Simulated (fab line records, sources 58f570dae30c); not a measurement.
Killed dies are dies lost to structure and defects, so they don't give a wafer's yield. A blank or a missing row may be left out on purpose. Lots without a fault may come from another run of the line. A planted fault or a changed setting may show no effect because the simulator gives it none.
Which tool did it? | flow berkeley_cmos170 | 6 lots, 18 wafers sampled, at 3 steps of a route of 331

WHAT THE GAUGES READ, wafer by wafer
UCB170_V1_CD_MEAS_90: target cd 700 nm.
lot  | measured     | on        | cd_nm (nm)
L600 | day 7 17:59  | cd_sem-02 | 700.7 701.5 701.1
L605 | day 8 05:41  | cd_sem-01 | 701.7 700.8 700.8
L603 | day 8 11:01  | cd_sem-01 | 700.6 701.1 700.2
L607 | day 8 19:49  | cd_sem-02 | 701.2 701.0 702.5
L620 | day 11 18:23 | cd_sem-02 | 700.6 699.8 700.8
L623 | day 12 05:41 | cd_sem-02 | 702.9 701.3 702.1

WHICH TOOL RAN EACH LOT (tool, then ch and the chambers of the sampled wafers, then the start)
lot  | UCB170_V1_ETCH_14                  | UCB170_V1_STRIP_15
L600 | rie_diel-01 ch 1,2,3, day 7 17:40  | plasma_asher-04 ch 0,1, day 7 17:53
L605 | rie_diel-03 ch 1,3, day 8 05:25    | plasma_asher-04 ch 0, day 8 05:35
L603 | rie_diel-01 ch 1,2,3, day 8 10:41  | plasma_asher-02 ch 0,1, day 8 10:54
L607 | rie_diel-02 ch 0,1,2, day 8 19:32  | plasma_asher-02 ch 0,1, day 8 19:43
L620 | rie_diel-03 ch 1,3, day 11 18:06   | plasma_asher-03 ch 0,1, day 11 18:17
L623 | rie_diel-03 ch 0,1,3, day 12 05:25 | plasma_asher-04 ch 0,1, day 12 05:35
- UCB170_V1_ETCH_14: etches SiO2 in CHF3/CF4/Ar, stops on Al, target depth 1250 nm, time 291 s.
- UCB170_V1_STRIP_15: strips in O2.

THE ANSWER, worked out from the rows above alone
Rule: what is usual is taken from the lots themselves. Put in order of their means at a reading, lots are off if they are a third of the lots or fewer, leave a main group of 4 or more, and stand apart from it by a gap of 3 or more times the standard deviation of the main group's means; of several such gaps the widest counts. A main group whose means are all the same, to the digits that the tables above print for the reading, isn't used. A lot without any number at a reading at which 4 lots or more have one is off too. The other lots that the step has rows for count as sound.
No lot is off at any reading shown: from this, nothing can be told.

WHAT THE SIMULATOR HAD PUT IN
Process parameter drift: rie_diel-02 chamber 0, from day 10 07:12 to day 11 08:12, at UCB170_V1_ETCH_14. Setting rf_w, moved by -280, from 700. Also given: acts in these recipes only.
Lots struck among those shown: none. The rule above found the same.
